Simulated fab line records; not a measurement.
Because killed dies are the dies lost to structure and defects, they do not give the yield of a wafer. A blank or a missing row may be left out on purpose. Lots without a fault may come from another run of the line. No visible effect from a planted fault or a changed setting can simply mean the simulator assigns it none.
The tool behind it: which one? / flow berkeley_cmos170 / route of 331 steps, sampled at 1 step: 7 lots, 21 wafers

== WHAT THE GAUGES READ, wafer by wafer ==
UCB170_PWELL_TW_MEAS_17.
lot=L304; measured=day 3 17:49; on=film_metro-04; PWELL_TW=387 383 386
lot=L308; measured=day 4 20:14; on=film_metro-01; PWELL_TW=376 378 377
lot=L312; measured=day 5 04:08; on=film_metro-01; PWELL_TW=383 381 380
lot=L315; measured=day 5 20:26; on=film_metro-01; PWELL_TW=381 384 380
lot=L319; measured=day 6 13:35; on=film_metro-04; PWELL_TW=381 381 382
lot=L323; measured=day 7 19:47; on=film_metro-04; PWELL_TW=385 383 384
lot=L325; measured=day 8 06:40; on=film_metro-03; PWELL_TW=378 375 377

== TOOL THAT RAN EACH LOT (tool first, then ch and the chambers of the sampled wafers, then the start) ==
Before these readings, the record contains no process step.

== THE ANSWER, worked out from the rows above alone ==
Rule: what is usual is taken from the lots themselves. The widest of any qualifying gaps counts: lots, ordered by their means at a reading, are off when they make up no more than a third of the lots, leave a main group of 4 or more, and stand apart from it by 3 or more times the standard deviation of that group's means. The tables above print the reading to a certain number of digits; a main group whose means all agree to those digits is not used. Also off: a lot with no number at a reading for which 4 or more lots have one. Where the step has rows for the other lots, those lots are counted as sound.
Across all readings shown, no lot is off: no conclusion can be drawn from this.

== WHAT THE SIMULATOR PUT IN ==
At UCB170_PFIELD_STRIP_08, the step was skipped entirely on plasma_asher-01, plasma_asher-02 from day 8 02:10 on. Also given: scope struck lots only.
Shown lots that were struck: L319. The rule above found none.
